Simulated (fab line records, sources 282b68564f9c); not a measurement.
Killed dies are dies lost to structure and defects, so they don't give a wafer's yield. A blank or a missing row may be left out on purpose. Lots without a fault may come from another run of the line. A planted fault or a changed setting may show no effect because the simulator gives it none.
Tool commonality check | flow rit_cmos | 14 lots, 42 wafers sampled

WHY IT WAS OPENED
At RIT_FOX1_THK_MEAS_01 the reading FOX1_OXIDE_THK is flagged on 2 of 14 lots. Wafers without a fault read 354 nm, standard deviation 7.
Rule: a lot is flagged when every wafer of it that has a number lies more than 4 standard deviations from that mean, or none has a number. The other lots count as sound.

lot  | measured    | on            | FOX1_OXIDE_THK (nm), wafer by wafer | flag
L874 | day 1 18:13 | film_metro-02 | 351 352 351                         |
L876 | day 2 03:01 | film_metro-03 | 360 357 356                         |
L877 | day 2 10:46 | film_metro-03 | 351 356 358                         |
L878 | day 2 13:30 | film_metro-03 | 355 352 349                         |
L879 | day 2 19:04 | film_metro-03 | 368 363 372                         |
L880 | day 3 00:28 | film_metro-02 | 359 358 368                         |
L882 | day 3 10:58 | film_metro-01 | 357 354 351                         |
L884 | day 3 19:29 | film_metro-03 | 356 360 352                         |
L889 | day 4 21:04 | film_metro-01 | 270 273 269                         | FLAGGED
L890 | day 5 02:25 | film_metro-01 | 278 273 276                         | FLAGGED
L891 | day 5 07:44 | film_metro-03 | 354 351 357                         |
L893 | day 5 16:14 | film_metro-01 | 346 343 350                         |
L896 | day 6 08:05 | film_metro-03 | 359 359 362                         |
L897 | day 6 11:58 | film_metro-03 | 357 357 353                         |
The numbers of the flagged lots are 273 nm on average: -81 nm against the usual, or -12 standard deviations.

WHICH TOOL RAN EACH LOT
The record holds 1 process step before the reading, out of a route of 202 steps. In each cell: the tool, then ch and the chambers that the sampled wafers went through, then the start.
lot  | flag    | RIT_FOX1_OXIDATION_00
L874 |         | furnace-03 ch 0, day 1 16:52
L876 |         | furnace-02 ch 0, day 2 01:40
L877 |         | furnace-03 ch 0, day 2 09:28
L878 |         | furnace-02 ch 0, day 2 12:10
L879 |         | furnace-02 ch 0, day 2 17:44
L880 |         | furnace-02 ch 0, day 2 23:07
L882 |         | furnace-03 ch 0, day 3 09:39
L884 |         | furnace-02 ch 0, day 3 18:10
L889 | FLAGGED | furnace-03 ch 0, day 4 19:45
L890 | FLAGGED | furnace-03 ch 0, day 5 01:06
L891 |         | furnace-01 ch 0, day 5 06:25
L893 |         | furnace-02 ch 0, day 5 14:55
L896 |         | furnace-02 ch 0, day 6 06:47
L897 |         | furnace-02 ch 0, day 6 10:38
What these steps do:
- RIT_FOX1_OXIDATION_00: target thk 350.7 nm, ox time 1130 s.
- RIT_FOX1_THK_MEAS_01

FLAGGED OVER TOTAL, TOOL BY TOOL (the gauges that took the reading come last)
step                  | tool          | lots run | flagged | share of the flagged lots | sound lots run after its first flagged lot
RIT_FOX1_OXIDATION_00 | furnace-01    | 1        | 0       | none                      | -
RIT_FOX1_OXIDATION_00 | furnace-02    | 8        | 0       | none                      | -
RIT_FOX1_OXIDATION_00 | furnace-03    | 5        | 2       | all                       | 0
RIT_FOX1_THK_MEAS_01  | film_metro-01 | 4        | 2       | all                       | 1 (L893)
RIT_FOX1_THK_MEAS_01  | film_metro-02 | 2        | 0       | none                      | -
RIT_FOX1_THK_MEAS_01  | film_metro-03 | 8        | 0       | none                      | -

WHAT THE TABLE ALLOWS
2 rows of the table ran every flagged lot: furnace-03 at RIT_FOX1_OXIDATION_00, film_metro-01 at RIT_FOX1_THK_MEAS_01.
- furnace-03 at RIT_FOX1_OXIDATION_00: 2 of its 5 lots flagged. Its last sound lot is L882 (day 3 09:39), its first flagged lot L889 (day 4 19:45): a fault that began between those two fits. Its own readings lie more than 4 standard deviations out on every wafer of the flagged lots: spike_tc_centre_C, spike_tc_load_C, spike_tc_source_C, tube_center_temp_C, tube_center_temp_C_max.
- film_metro-01 at RIT_FOX1_THK_MEAS_01: 2 of its 4 lots flagged. Sound lots ran on it after the first flagged one (L893), which a lasting fault on the whole tool wouldn't allow.
One tool is left: furnace-03 at RIT_FOX1_OXIDATION_00.

WHAT THE SIMULATOR HAD PUT IN
Process parameter drift: furnace-03, from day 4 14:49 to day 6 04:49, at RIT_FOX1_OXIDATION_00. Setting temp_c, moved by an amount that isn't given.
Lots struck among those shown: L889, L890. The rule above found the same.
